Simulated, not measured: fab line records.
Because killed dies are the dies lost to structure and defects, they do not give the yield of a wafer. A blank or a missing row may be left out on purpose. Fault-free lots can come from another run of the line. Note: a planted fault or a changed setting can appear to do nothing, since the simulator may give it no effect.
fab line records	flow rit_cmos
record lots=14	wafers=42	last_day=7
route steps=202 shown PLDD@120 SDANNEAL@156 NSD@158 M1@202
lots that met no fault: taken from a fault-free run of the same line
start_h: hours from the record's opening day to when the first of the lot's shown wafers began	wait_h: hours elapsed since this lot's preceding step	" unchanged from the row above	L1.1+2: a single row standing in for several wafers	- no value present, or no start provided	* or withheld: withheld	< > ~ a bound
route shown NAME@n: NAME is a module with steps in the file, n the number in the route of the first one	usual: mean/standard deviation taken from wafers without a fault	same: alike in all rows	chamber/n: place in a boat	sites: the reading at each site	_std_site: the values' standard deviation	_edge_site: inner sites' mean taken away from outer sites' mean	radius_mm: how far each site lies from the wafer's centre	mask NAME#n: copy n	behind: tool/chamber where the wafer was last shaped	hold: reason for holding the lot/hours on hold/outcome of the hold	device: transistor that didn't switch, given as n, p or np	end of line: at the end of the route, the tests of the same wafers	a step without rows: its recipe alone	killed: dies that structure and defects cost at the first sort, which is not the same as the wafer's yield	map: per-die view of a wafer (x killed, . not killed, _ where there is no die)
set.NAME: the setting that was run; set.NAME@STEP: the one run at that earlier step	model.NAME: the simulator's own value behind a step, which no gauge read
route steps across a sampled set of lots; one table per step, one row per wafer
services: from which hour (start_h, from the record's first day; less than 0 if before it) a tool's chamber was out of use, for how many hours, and why
## steps
# step RIT_PLDD_OVL_MEAS_06
# usual PLDD_OVL=0.1/1.4
lot.wafer	tool	chamber	start_h	wait_h	PLDD_OVL[nm]
L273.1	overlay-02	-	47.77	-	-0.2
L273.3	"	-	"	"	-0.8
L273.6	"	-	"	"	0.2
L274.1	overlay-01	-	53.54	-	0.4
L274.3	"	-	"	"	1.4
L274.5	"	-	"	"	0.2
L275.1	overlay-02	-	63.68	-	2.2
L275.4	"	-	"	"	1.7
L275.5	"	-	"	"	2.7
L276.3	overlay-01	-	68.30	-	1.1
L276.4	"	-	"	"	-0.8
L276.6	"	-	"	"	0.0
L278.1	overlay-02	-	77.71	-	2.0
L278.3	"	-	"	"	0.9
L278.4	"	-	"	"	0.4
L279.1	overlay-02	-	84.52	-	-1.4
L279.3	"	-	"	"	-1.3
L279.6	"	-	"	"	-1.5
L281.2	overlay-01	-	92.16	-	-0.2
L281.4	"	-	"	"	2.7
L281.5	"	-	"	"	2.3
L282.3	overlay-02	-	95.85	-	-1.0
L282.5	"	-	"	"	-1.8
L282.6	"	-	"	"	1.0
L284.3	overlay-01	-	103.79	-	-0.7
L284.5	"	-	"	"	-0.2
L284.6	"	-	"	"	-0.5
L287.1	overlay-02	-	120.82	-	0.7
L287.2	"	-	"	"	0.2
L287.5	"	-	"	"	3.3
L288.2	overlay-02	-	123.38	-	-1.5
L288.3	"	-	"	"	-1.1
L288.5	"	-	"	"	-0.9
L290.1	overlay-01	-	133.39	-	0.5
L290.3	"	-	"	"	-0.3
L290.6	"	-	"	"	3.5
L291.2	overlay-02	-	138.28	-	0.0
L291.4	"	-	"	"	-0.1
L291.5	"	-	"	"	0.9
L295.1	overlay-01	-	154.89	-	0.1
L295.3	"	-	"	"	1.3
L295.6	"	-	"	"	1.1
# step RIT_PLDD_IMPLANT_08
# recipe species=BF2	energy_kev=20	dose_cm2=9e+14	tilt_deg=7
# usual dose_ions_cm2=9.003e+14/9.7e+11	faraday_current_uA=2820/52
lot.wafer	tool	chamber	start_h	wait_h	dose_ions_cm2	faraday_current_uA
L273.1	implanter-01	0	47.96	0.1	9.005e+14	2805
L273.3	"	0	"	"	9.016e+14	2777
L273.6	"	0	"	"	8.994e+14	2790
L274.1	implanter-04	0	53.73	0.1	9.012e+14	2798
L274.3	"	0	"	"	9.006e+14	2861
L274.5	"	0	"	"	9.005e+14	2843
L275.1	implanter-01	0	63.87	0.1	9.006e+14	2843
L275.4	"	0	"	"	8.996e+14	2772
L275.5	"	0	"	"	9.013e+14	2841
L276.3	implanter-01	0	68.52	0.1	9.007e+14	2819
L276.4	"	0	"	"	9.014e+14	2718
L276.6	"	0	"	"	9.013e+14	2853
L278.1	implanter-04	0	77.90	0.1	8.978e+14	2744
L278.3	"	0	"	"	8.998e+14	2809
L278.4	"	0	"	"	8.987e+14	2835
L279.1	implanter-04	0	84.73	0.1	9.008e+14	2836
L279.3	"	0	"	"	9.001e+14	2791
L279.6	"	0	"	"	9.007e+14	2878
L281.2	implanter-01	0	92.37	0.1	8.997e+14	2805
L281.4	"	0	"	"	8.993e+14	2818
L281.5	"	0	"	"	8.993e+14	2820
L282.3	implanter-01	0	96.28	0.1	9.001e+14	2748
L282.5	"	0	"	"	9.004e+14	2840
L282.6	"	0	"	"	8.997e+14	2905
L284.3	implanter-04	0	104.01	0.1	1.2622e+15	4192
L284.5	"	0	"	"	1.2623e+15	4055
L284.6	"	0	"	"	1.2619e+15	3967
L287.1	implanter-04	0	121.01	0.1	1.264e+15	4022
L287.2	"	0	"	"	1.262e+15	3814
L287.5	"	0	"	"	1.2612e+15	4043
L288.2	implanter-01	0	123.59	0.1	8.997e+14	2834
L288.3	"	0	"	"	9.004e+14	2826
L288.5	"	0	"	"	8.996e+14	2771
L290.1	implanter-03	0	133.58	0.1	8.987e+14	2719
L290.3	"	0	"	"	9.012e+14	2843
L290.6	"	0	"	"	8.994e+14	2872
L291.2	implanter-03	0	138.49	0.1	9.015e+14	2908
L291.4	"	0	"	"	9.013e+14	2822
L291.5	"	0	"	"	9.002e+14	2789
L295.1	implanter-03	0	155.08	0.1	8.994e+14	2704
L295.3	"	0	"	"	9.007e+14	2789
L295.6	"	0	"	"	9.016e+14	2771
# step RIT_PLDD_TW_MEAS_10
# usual PLDD_TW=2346/28
lot.wafer	tool	chamber	start_h	wait_h	hold	PLDD_TW
L273.1	film_metro-04	-	48.28	0.1	-	2362
L273.3	"	-	"	"	-	2368
L273.6	"	-	"	"	-	2360
L274.1	film_metro-04	-	54.06	0.1	-	2357
L274.3	"	-	"	"	-	2360
L274.5	"	-	"	"	-	2348
L275.1	film_metro-04	-	64.19	0.1	-	2366
L275.4	"	-	"	"	-	2383
L275.5	"	-	"	"	-	2369
L276.3	film_metro-02	-	68.82	0.1	-	2333
L276.4	"	-	"	"	-	2314
L276.6	"	-	"	"	-	2324
L278.1	film_metro-04	-	78.22	0.1	-	2380
L278.3	"	-	"	"	-	2367
L278.4	"	-	"	"	-	2389
L279.1	film_metro-02	-	85.05	0.1	-	2317
L279.3	"	-	"	"	-	2332
L279.6	"	-	"	"	-	2328
L281.2	film_metro-04	-	92.68	0.1	-	2381
L281.4	"	-	"	"	-	2386
L281.5	"	-	"	"	-	2371
L282.3	film_metro-04	-	96.57	0.1	-	2394
L282.5	"	-	"	"	-	2390
L282.6	"	-	"	"	-	2384
L284.3	film_metro-03	-	104.31	0.1	await_dispo/0.2h/release	2521
L284.5	"	-	"	"	await_dispo/0.2h/release	2523
L284.6	"	-	"	"	await_dispo/0.2h/release	2517
L284.3	film_metro-03	-	104.60	0.3	-	2523
L284.5	"	-	"	"	-	2530
L284.6	"	-	"	"	-	2523
L287.1	film_metro-04	-	121.34	0.1	await_dispo/0.2h/release	2569
L287.2	"	-	"	"	await_dispo/0.2h/release	2588
L287.5	"	-	"	"	await_dispo/0.2h/release	2577
L287.1	film_metro-04	-	121.56	0.2	-	2569
L287.2	"	-	"	"	-	2574
L287.5	"	-	"	"	-	2575
L288.2	film_metro-03	-	123.90	0.1	-	2333
L288.3	"	-	"	"	-	2329
L288.5	"	-	"	"	-	2329
L290.1	film_metro-02	-	133.90	0.1	-	2320
L290.3	"	-	"	"	-	2318
L290.6	"	-	"	"	-	2317
L291.2	film_metro-03	-	138.80	0.1	-	2316
L291.4	"	-	"	"	-	2326
L291.5	"	-	"	"	-	2319
L295.1	film_metro-02	-	155.40	0.1	-	2327
L295.3	"	-	"	"	-	2301
L295.6	"	-	"	"	-	2314
# step RIT_SDANNEAL_RTA_03
# recipe temp_c=1050	time_s=5	idle_temp_c=600	ramp_up_c_per_s=342	ramp_down_c_per_s=171	cool_to_c=600	ambient=N2
# usual wafer_temp_C_max=1053.4/1.3
lot.wafer	tool	chamber	start_h	wait_h	wafer_temp_C_max
L273.1	rtp_anneal-01	0	54.42	0.0	1054.7
L273.3	"	0	"	"	1054.2
L273.6	"	0	"	"	1052.4
L274.1	rtp_anneal-02	0	59.92	0.0	1053.5
L274.3	"	0	"	"	1052.0
L274.5	"	0	"	"	1052.1
L275.1	rtp_anneal-01	0	70.10	0.0	1052.2
L275.4	"	0	"	"	1053.9
L275.5	"	0	"	"	1052.8
L276.3	rtp_anneal-02	0	74.85	0.0	1055.6
L276.4	"	0	"	"	1053.8
L276.6	"	0	"	"	1052.8
L278.1	rtp_anneal-02	0	84.26	0.0	1051.5
L278.3	"	0	"	"	1052.4
L278.4	"	0	"	"	1053.2
L279.1	rtp_anneal-01	0	90.94	0.0	1052.1
L279.3	"	0	"	"	1053.2
L279.6	"	0	"	"	1052.6
L281.2	rtp_anneal-01	0	99.78	0.0	1055.0
L281.4	"	0	"	"	1054.3
L281.5	"	0	"	"	1054.7
L282.3	rtp_anneal-02	0	102.72	0.0	1054.5
L282.5	"	0	"	"	1053.6
L282.6	"	0	"	"	1054.1
L284.3	rtp_anneal-02	0	119.81	0.0	1052.1
L284.5	"	0	"	"	1052.0
L284.6	"	0	"	"	1056.4
L288.2	rtp_anneal-02	0	129.82	0.0	1051.6
L288.3	"	0	"	"	1052.9
L288.5	"	0	"	"	1053.0
L287.1	rtp_anneal-01	0	130.98	0.0	1053.7
L287.2	"	0	"	"	1053.8
L287.5	"	0	"	"	1052.2
L290.1	rtp_anneal-02	0	139.88	0.0	1054.2
L290.3	"	0	"	"	1053.7
L290.6	"	0	"	"	1053.2
L291.2	rtp_anneal-01	0	144.69	0.0	1053.1
L291.4	"	0	"	"	1054.0
L291.5	"	0	"	"	1053.3
L295.1	rtp_anneal-01	0	161.18	0.0	1052.8
L295.3	"	0	"	"	1052.8
L295.6	"	0	"	"	1053.1
# step RIT_SDANNEAL_RS_MEAS_05
# recipe thk_meas_gauge=four-point-probe
# usual NSD_RS=84.5/0.31
lot.wafer	tool	chamber	start_h	wait_h	NSD_RS[ohm/sq]
L273.1	film_metro-03	-	54.60	0.1	84.1
L273.3	"	-	"	"	84.5
L273.6	"	-	"	"	84.4
L274.1	film_metro-03	-	60.15	0.1	84.1
L274.3	"	-	"	"	84.0
L274.5	"	-	"	"	84.4
L275.1	film_metro-02	-	70.27	0.1	84.2
L275.4	"	-	"	"	84.5
L275.5	"	-	"	"	84.1
L276.3	film_metro-03	-	75.09	0.1	84.4
L276.4	"	-	"	"	84.5
L276.6	"	-	"	"	84.6
L278.1	film_metro-03	-	84.44	0.1	84.7
L278.3	"	-	"	"	84.8
L278.4	"	-	"	"	84.4
L279.1	film_metro-03	-	91.12	0.1	84.5
L279.3	"	-	"	"	84.6
L279.6	"	-	"	"	84.4
L281.2	film_metro-04	-	99.96	0.1	84.0
L281.4	"	-	"	"	84.0
L281.5	"	-	"	"	84.3
L282.3	film_metro-04	-	102.92	0.1	84.5
L282.5	"	-	"	"	84.3
L282.6	"	-	"	"	84.4
L284.3	film_metro-03	-	120.01	0.1	84.3
L284.5	"	-	"	"	84.1
L284.6	"	-	"	"	84.2
L288.2	film_metro-03	-	130.01	0.1	84.5
L288.3	"	-	"	"	84.8
L288.5	"	-	"	"	84.8
L287.1	film_metro-03	-	131.16	0.1	84.4
L287.2	"	-	"	"	84.3
L287.5	"	-	"	"	84.2
L290.1	film_metro-02	-	140.06	0.1	84.4
L290.3	"	-	"	"	84.6
L290.6	"	-	"	"	84.7
L291.2	film_metro-02	-	144.88	0.1	84.4
L291.4	"	-	"	"	84.4
L291.5	"	-	"	"	84.5
L295.1	film_metro-02	-	161.36	0.1	85.3
L295.3	"	-	"	"	85.5
L295.6	"	-	"	"	85.3
# step RIT_SDANNEAL_RS_MEAS_06
# recipe thk_meas_gauge=four-point-probe
# usual PLDD_RS=178.5/0.6
lot.wafer	tool	chamber	start_h	wait_h	hold	PLDD_RS[ohm/sq]
L273.1	film_metro-03	-	54.72	0.1	-	179.4
L273.3	"	-	"	"	-	178.6
L273.6	"	-	"	"	-	178.5
L274.1	film_metro-03	-	60.27	0.1	-	178.2
L274.3	"	-	"	"	-	178.5
L274.5	"	-	"	"	-	178.6
L275.1	film_metro-02	-	70.39	0.1	-	179.1
L275.4	"	-	"	"	-	178.3
L275.5	"	-	"	"	-	178.4
L276.3	film_metro-03	-	75.21	0.1	-	178.8
L276.4	"	-	"	"	-	179.9
L276.6	"	-	"	"	-	179.3
L278.1	film_metro-03	-	84.56	0.1	-	179.3
L278.3	"	-	"	"	-	178.5
L278.4	"	-	"	"	-	178.6
L279.1	film_metro-03	-	91.24	0.1	-	177.9
L279.3	"	-	"	"	-	177.8
L279.6	"	-	"	"	-	177.9
L281.2	film_metro-04	-	100.08	0.1	-	179.0
L281.4	"	-	"	"	-	178.6
L281.5	"	-	"	"	-	178.4
L282.3	film_metro-04	-	103.04	0.1	-	178.5
L282.5	"	-	"	"	-	178.9
L282.6	"	-	"	"	-	178.4
L284.3	film_metro-03	-	120.13	0.1	await_dispo/0.2h/release	160.2
L284.5	"	-	"	"	await_dispo/0.2h/release	160.1
L284.6	"	-	"	"	await_dispo/0.2h/release	160.3
L284.3	film_metro-03	-	120.41	0.3	-	160.1
L284.5	"	-	"	"	-	159.7
L284.6	"	-	"	"	-	160.4
L288.2	film_metro-03	-	130.13	0.1	-	178.4
L288.3	"	-	"	"	-	178.3
L288.5	"	-	"	"	-	178.6
L287.1	film_metro-03	-	131.28	0.1	await_dispo/0.2h/release	160.2
L287.2	"	-	"	"	await_dispo/0.2h/release	160.0
L287.5	"	-	"	"	await_dispo/0.2h/release	160.3
L287.1	film_metro-03	-	131.56	0.3	-	160.6
L287.2	"	-	"	"	-	160.1
L287.5	"	-	"	"	-	160.3
L290.1	film_metro-02	-	140.18	0.1	-	179.2
L290.3	"	-	"	"	-	179.0
L290.6	"	-	"	"	-	178.7
L291.2	film_metro-02	-	145.00	0.1	-	179.3
L291.4	"	-	"	"	-	179.4
L291.5	"	-	"	"	-	179.1
L295.1	film_metro-02	-	161.48	0.1	-	178.3
L295.3	"	-	"	"	-	178.8
L295.6	"	-	"	"	-	178.9
# step RIT_M1_PROBE_99
# usual killed_at_M0_to_M3=0.0/0.083	killed_at_contacts=0.1/0.36	killed_at_front_end=7/3.1	killed_dies=7/3.1	killed_open=3.6/2.1	killed_short=3.2/1.9
# same gross_dies=264	killed_at_M4_up=0	killed_at_back_side=0	killed_at_other=0
lot.wafer	tool	chamber	start_h	wait_h	killed_at_M0_to_M3	killed_at_contacts	killed_at_front_end	killed_dies	killed_open	killed_short
L273.1	prober-01	-	62.18	0.1	0	0	6	6	4	2
L273.3	prober-01	-	62.28	0.2	0	0	6	6	1	5
L273.6	prober-01	-	62.43	0.2	0	0	9	9	4	5
L274.1	prober-02	-	68.15	0.1	0	0	14	14	6	8
L274.3	prober-02	-	68.25	0.2	0	0	11	11	5	6
L274.5	prober-02	-	68.35	0.2	0	0	13	13	6	7
L275.1	prober-01	-	77.75	0.1	0	0	1	1	1	0
L275.4	prober-01	-	77.90	0.2	0	0	6	6	2	4
L275.5	prober-01	-	77.95	0.2	0	0	8	8	4	4
L276.3	prober-02	-	82.47	0.2	0	0	6	6	1	5
L276.4	prober-02	-	82.52	0.2	0	0	8	8	5	3
L276.6	prober-02	-	82.62	0.2	0	0	6	6	2	4
L278.1	prober-02	-	91.74	0.1	0	0	6	6	3	3
L278.3	prober-02	-	91.84	0.2	0	0	5	5	3	2
L278.4	prober-02	-	91.89	0.2	0	0	9	9	6	3
L279.1	prober-01	-	98.42	0.1	0	0	6	6	3	3
L279.3	prober-01	-	98.52	0.2	0	0	8	8	2	6
L279.6	prober-01	-	98.67	0.2	0	0	8	8	6	2
L281.2	prober-01	-	107.49	0.1	0	0	5	5	3	2
L281.4	prober-01	-	107.59	0.2	0	0	8	8	4	4
L281.5	prober-01	-	107.64	0.2	0	1	7	8	3	5
L282.3	prober-02	-	110.26	0.2	0	0	9	9	5	4
L282.5	prober-02	-	110.36	0.2	0	0	13	13	7	6
L282.6	prober-02	-	110.41	0.2	0	0	3	3	1	2
L284.3	prober-02	-	132.33	0.2	0	0	7	7	4	3
L284.5	prober-02	-	132.43	0.2	0	0	3	3	3	0
L284.6	prober-02	-	132.48	0.2	0	0	10	10	5	5
L288.2	prober-02	-	137.52	0.1	0	0	1	1	1	0
L288.3	prober-02	-	137.57	0.2	0	0	1	1	0	1
L288.5	prober-02	-	137.67	0.2	0	0	9	9	5	4
L287.1	prober-01	-	141.58	0.1	0	0	2	2	0	2
L287.2	prober-01	-	141.63	0.1	0	0	11	11	3	8
L287.5	prober-01	-	141.78	0.2	0	0	11	11	7	4
L290.1	prober-02	-	147.55	0.1	0	0	12	12	6	6
L290.3	prober-02	-	147.65	0.2	0	0	11	11	7	4
L290.6	prober-02	-	147.80	0.2	0	0	6	6	4	2
L291.2	prober-01	-	152.77	0.1	0	0	4	4	3	1
L291.4	prober-01	-	152.87	0.2	0	1	2	3	2	1
L291.5	prober-01	-	152.92	0.2	1	0	5	6	2	4
L295.1	prober-01	-	168.78	0.1	0	0	9	9	5	4
L295.3	prober-01	-	168.88	0.2	0	0	2	2	1	1
L295.6	prober-01	-	169.03	0.2	0	1	5	6	4	2
# killed by level:class
L273.1 SPACER:geometric_particle:open=3 GATE:geometric_particle:short=1 GATE:geometric_particle:open=1 REOX:geometric_particle:short=1
L273.3 GATE:geometric_particle:short=2 ACTIVE:geometric_particle:short=1 FOX2:geometric_particle:open=1 FOX2:geometric_particle:short=1 SPACER:geometric_particle:short=1
L273.6 SPACER:geometric_particle:open=2 FOX1:geometric_particle:short=1 FOX2:geometric_particle:open=1 GATE:geometric_particle:open=1 GATE:geometric_particle:short=1 REOX:geometric_particle:short=1 SPACER:geometric_particle:short=1 SILICIDE:geometric_particle:short=1
L274.1 SPACER:geometric_particle:short=3 SILICIDE:geometric_particle:short=3 GATE:geometric_particle:short=2 REOX:geometric_particle:open=2 FOX1:geometric_particle:open=1 GATE:geometric_particle:open=1 SPACER:geometric_particle:open=1 SILICIDE:geometric_particle:open=1
L274.3 GATE:geometric_particle:short=3 GATE:geometric_particle:open=2 SILICIDE:geometric_particle:short=2 ACTIVE:geometric_particle:open=1 REOX:geometric_particle:open=1 SPACER:geometric_particle:short=1 SILICIDE:geometric_particle:open=1
L274.5 GATE:geometric_particle:short=4 GATE:geometric_particle:open=2 SILICIDE:geometric_particle:open=2 SILICIDE:geometric_particle:short=2 REOX:geometric_particle:open=1 SPACER:geometric_particle:open=1 SPACER:geometric_particle:short=1
L275.1 REOX:geometric_particle:open=1
L275.4 FOX1:geometric_particle:short=1 GATE:geometric_particle:short=1 GATE:geometric_particle:open=1 SPACER:geometric_particle:open=1 SPACER:geometric_particle:short=1 SILICIDE:geometric_particle:short=1
L275.5 REOX:geometric_particle:short=2 FOX2:geometric_particle:open=1 GATE:geometric_particle:open=1 REOX:geometric_particle:open=1 SPACER:geometric_particle:open=1 SPACER:geometric_particle:short=1 SILICIDE:geometric_particle:short=1
L276.3 FOX1:geometric_particle:short=2 GATE:geometric_particle:short=1 REOX:geometric_particle:open=1 REOX:geometric_particle:short=1 SILICIDE:geometric_particle:short=1
L276.4 FOX1:geometric_particle:open=2 FOX2:geometric_particle:open=2 GATE:geometric_particle:open=1 GATE:geometric_particle:short=1 REOX:geometric_particle:short=1 SPACER:geometric_particle:short=1
L276.6 GATE:geometric_particle:short=2 FOX1:geometric_particle:short=1 GATE:geometric_particle:open=1 REOX:geometric_particle:open=1 SPACER:geometric_particle:short=1
L278.1 GATE:geometric_particle:open=2 FOX1:geometric_particle:short=1 FOX2:geometric_particle:short=1 SPACER:geometric_particle:short=1 SILICIDE:geometric_particle:open=1
L278.3 FOX2:geometric_particle:open=2 GATE:geometric_particle:open=1 GATE:geometric_particle:short=1 REOX:geometric_particle:short=1
L278.4 GATE:geometric_particle:open=2 GATE:geometric_particle:short=2 FOX1:geometric_particle:open=1 FOX2:geometric_particle:open=1 REOX:geometric_particle:open=1 SPACER:geometric_particle:open=1 SILICIDE:geometric_particle:short=1
L279.1 SILICIDE:geometric_particle:short=2 REOX:geometric_particle:short=1 REOX:geometric_particle:open=1 SPACER:geometric_particle:open=1 SILICIDE:geometric_particle:open=1
L279.3 GATE:geometric_particle:short=3 GATE:geometric_particle:open=2 SPACER:geometric_particle:short=2 REOX:geometric_particle:short=1
L279.6 FOX2:geometric_particle:open=2 GATE:geometric_particle:open=2 REOX:geometric_particle:open=2 GATE:geometric_particle:short=1 REOX:geometric_particle:short=1
L281.2 GATE:geometric_particle:open=3 GATE:geometric_particle:short=2
L281.4 GATE:geometric_particle:open=3 GATE:geometric_particle:short=3 REOX:geometric_particle:open=1 SPACER:geometric_particle:short=1
L281.5 GATE:geometric_particle:open=3 SILICIDE:geometric_particle:short=2 FOX2:geometric_particle:short=1 GATE:geometric_particle:short=1 CONTACT:geometric_particle:short=1
L282.3 FOX1:geometric_particle:open=3 FOX1:geometric_particle:short=2 FOX2:geometric_particle:open=2 FOX2:geometric_particle:short=2
L282.5 GATE:geometric_particle:open=3 GATE:geometric_particle:short=2 SPACER:geometric_particle:short=2 FOX1:geometric_particle:open=1 FOX2:geometric_particle:short=1 REOX:geometric_particle:open=1 SPACER:geometric_particle:open=1 SILICIDE:geometric_particle:open=1
L282.6 FOX1:geometric_particle:open=1 FOX2:geometric_particle:short=1 SILICIDE:geometric_particle:short=1
L284.3 FOX1:geometric_particle:short=1 GATE:geometric_particle:short=1 GATE:geometric_particle:open=1 REOX:geometric_particle:open=1 SPACER:geometric_particle:open=1 SPACER:geometric_particle:short=1 SILICIDE:geometric_particle:open=1
L284.5 SPACER:geometric_particle:open=2 SILICIDE:geometric_particle:open=1
L284.6 SPACER:geometric_particle:short=3 SPACER:geometric_particle:open=3 FOX1:geometric_particle:short=1 FOX1:geometric_particle:open=1 FOX2:geometric_particle:short=1 GATE:geometric_particle:open=1
L288.2 FOX1:geometric_particle:open=1
L288.3 FOX1:geometric_particle:short=1
L288.5 GATE:geometric_particle:open=4 GATE:geometric_particle:short=4 SPACER:geometric_particle:open=1
L287.1 SPACER:geometric_particle:short=1 SILICIDE:geometric_particle:short=1
L287.2 GATE:geometric_particle:short=4 GATE:geometric_particle:open=3 FOX1:geometric_particle:short=2 FOX2:geometric_particle:short=1 SILICIDE:geometric_particle:short=1
L287.5 GATE:geometric_particle:open=3 FOX1:geometric_particle:open=1 FOX2:geometric_particle:short=1 FOX2:geometric_particle:open=1 GATE:geometric_particle:short=1 REOX:geometric_particle:open=1 SPACER:geometric_particle:short=1 SPACER:geometric_particle:open=1
L290.1 REOX:geometric_particle:short=3 FOX1:geometric_particle:open=2 FOX1:geometric_particle:short=1 FOX2:geometric_particle:open=1 GATE:geometric_particle:open=1 GATE:geometric_particle:short=1 REOX:geometric_particle:open=1 SPACER:geometric_particle:open=1
L290.3 SPACER:geometric_particle:short=3 SPACER:geometric_particle:open=3 FOX2:geometric_particle:open=2 GATE:geometric_particle:open=2 SILICIDE:geometric_particle:short=1
L290.6 REOX:geometric_particle:open=2 FOX1:geometric_particle:open=1 GATE:geometric_particle:short=1 SPACER:geometric_particle:short=1 SILICIDE:geometric_particle:open=1
L291.2 FOX1:geometric_particle:open=2 GATE:geometric_particle:open=1 SPACER:geometric_particle:short=1
L291.4 FOX1:geometric_particle:open=1 SPACER:geometric_particle:open=1 CONTACT:geometric_particle:short=1
L291.5 FOX2:geometric_particle:open=1 GATE:geometric_particle:short=1 REOX:geometric_particle:short=1 SPACER:geometric_particle:short=1 SPACER:geometric_particle:open=1 M1:geometric_particle:short=1
L295.1 GATE:geometric_particle:open=5 GATE:geometric_particle:short=2 FOX1:geometric_particle:short=1 REOX:geometric_particle:short=1
L295.3 FOX2:geometric_particle:open=1 GATE:geometric_particle:short=1
L295.6 GATE:geometric_particle:open=2 FOX1:geometric_particle:open=1 REOX:geometric_particle:short=1 SPACER:geometric_particle:open=1 CONTACT:geometric_particle:short=1
## services
tool	chamber	start_h	hours	kind
implanter-03	-	25.11	4.3	pm
implanter-03	-	38.57	3.5	repair
implanter-03	-	62.72	1.9	repair
implanter-01	-	127.38	9.0	repair
implanter-01	-	150.58	5.4	repair
## key
first_sign step=RIT_PLDD_IMPLANT_08	reading=dose_ions_cm2	direction=up	sigmas=99+	usual=9.003e+14	struck=1.2623e+15
effect step=RIT_PLDD_IMPLANT_08	reading=faraday_current_uA	direction=up	sigmas=23	usual=2820	struck=4016
effect step=RIT_PLDD_TW_MEAS_10	reading=visit	direction=added
effect step=RIT_PLDD_TW_MEAS_10	reading=PLDD_TW	direction=up	sigmas=7.4	usual=2346	struck=2549
effect step=RIT_SDANNEAL_RS_MEAS_06	reading=PLDD_RS	direction=down	sigmas=30	usual=178.5	struck=160.2
met_at RIT_PLDD_IMPLANT_08
struck_lots L284,L287
tester_left_out L284,L287
not_acting_at RIT_PLDD_OVL_MEAS_06,RIT_SDANNEAL_RTA_03,RIT_SDANNEAL_RS_MEAS_05
onset_between 84.73 104.01
fault kind=process_parameter_drift	tool=implanter-04	chamber=-	onset_h=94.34	steps=RIT_PLDD_IMPLANT_08	channel=dose_cm2	offset=3.6249e+14	shape=step	end_h=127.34	acts_in=these_recipes_only	stated=9e+14
# tester_left_out: of these lots the tester's yield and bins aren't shown, on N5 and GAA mostly nor the transistor test; their killed dies are dies lost to structure and defects alone, not to doping, threshold or leakage, so they don't give the yield
